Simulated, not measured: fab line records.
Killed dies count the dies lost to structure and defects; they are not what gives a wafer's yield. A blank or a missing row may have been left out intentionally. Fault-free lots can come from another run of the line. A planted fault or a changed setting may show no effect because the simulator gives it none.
Struck lot and sound lot, side by side    flow berkeley-cmos170    22 out of 331 route steps
Sound: the wafers L857.2, L857.4, L857.5. Wafers L866.2, L866.3, L866.5 were the ones struck. At the end, the cause is stated.
Per side, at each step with rows, come the tool, then ch with its chambers, and then its first start. Under that, the readings that differ: sound wafers    struck wafers    difference of the means    sigmas: that difference in standard deviations of wafers without a fault.
alike: a reading whose means differ by less than 2 such deviations, as well as words and numbers matching on both sides. not compared: withheld readings; readings where some wafer has no value; bounds like >300 that might hide an equal value; numbers whose values overlap and for which the record gives no deviation.
Wherever a step has rows on one side only, a row that says differs or no value, or a row with sigmas, the two part there. When numbers do not overlap yet have no deviation, they are printed without sigmas and do not part them. A reading missing from all wafers of one side parts the sides only when that side holds two or more wafers.

first, 6 steps without rows for these wafers: UCB170_NVT_HMDS_00 (prime time 60 s); UCB170_NVT_COAT_01 (resist thk 900 nm); UCB170_NVT_SOFTBAKE_02 (time 60 s); UCB170_NVT_EXPOSE_03 (exposes mask PWELL, target cd 3000 nm); UCB170_NVT_PEB_04; UCB170_NVT_DEVELOP_05 (develop time 45 s).
UCB170_NVT_OVL_MEAS_06:
  sound on overlay-01 at day 7 02:56; struck on overlay-02 at day 8 07:12
  alike: NVT_OVL
after that, 1 step had no rows for these wafers: UCB170_NVT_IMPLANT_07.
UCB170_NVT_STRIP_08: strips in O2.
  sound on plasma-asher-02 ch 0,1, day 7 03:07; struck on plasma-asher-02 ch 1, day 8 07:23
  alike: chamber-pressure-mTorr, drypump-motor-current-A, o2-flow-sccm, oes-product-au, strip-time-to-endpoint-s
  not compared: rf-hours-counter-h
UCB170_NVT_TW_MEAS_09:
  sound on film-metro-02 at day 7 03:14; struck on film-metro-02 at day 8 07:29
  alike: NVT_TW
then, 2 steps without rows for these wafers: UCB170_NVT_CLEAN_10 (cleans in SPM, time 600 s); UCB170_PVT_HMDS_00 (prime time 60 s).
UCB170_PVT_COAT_01: resist thk 900 nm.
  sound on litho-track-01 ch 0, day 7 03:41; struck on litho-track-01 ch 0, day 8 09:16
reading                               sound          struck             difference  sigmas
model.KrF_of_PVT_COAT_01.thk-nm (nm)  905.2 906 906  858.4 857.4 858.2  -47.7       
  alike: spin-speed-rpm
then, 3 steps without rows for these wafers: UCB170_PVT_SOFTBAKE_02 (time 60 s); UCB170_PVT_EXPOSE_03 (exposes mask NWELL, target cd 3000 nm); UCB170_PVT_PEB_04.
UCB170_PVT_DEVELOP_05: develop time 45 s.
  sound: litho-track-03 ch 0; struck: litho-track-03 ch 0
reading                               sound            struck           difference  sigmas
model.KrF_of_PVT_COAT_01.thk-nm (nm)  891 891.8 891.7  844.2 843.2 844  -47.7       
UCB170_PVT_OVL_MEAS_06:
  sound on overlay-02 at day 7 04:56; struck on overlay-02 at day 8 11:28
  alike: PVT_OVL
after that, 1 step had no rows for these wafers: UCB170_PVT_IMPLANT_07.
UCB170_PVT_STRIP_08: strips in O2.
  sound on plasma-asher-02 ch 0, day 7 05:07; struck on plasma-asher-01 ch 0,1, day 8 11:39
reading                       sound              struck             difference  sigmas
strip-time-to-endpoint-s (s)  21.75 21.77 21.75  20.63 20.60 20.62  -1.14       -18
  alike: chamber-pressure-mTorr, drypump-motor-current-A, o2-flow-sccm, oes-product-au
  not compared: rf-hours-counter-h
UCB170_PVT_TW_MEAS_09:
  sound on film-metro-03 at day 7 05:13; struck on film-metro-02 at day 8 11:46
  alike: PVT_TW
after that, 1 step had no rows for these wafers: UCB170_M3_PROBE_99.

WHERE THEY PART
At UCB170_PVT_STRIP_08 and nowhere else, as far as this record goes. Later steps at which nothing parts them and some readings are alike: UCB170_PVT_TW_MEAS_09.

WHY: what had been put in by the simulator
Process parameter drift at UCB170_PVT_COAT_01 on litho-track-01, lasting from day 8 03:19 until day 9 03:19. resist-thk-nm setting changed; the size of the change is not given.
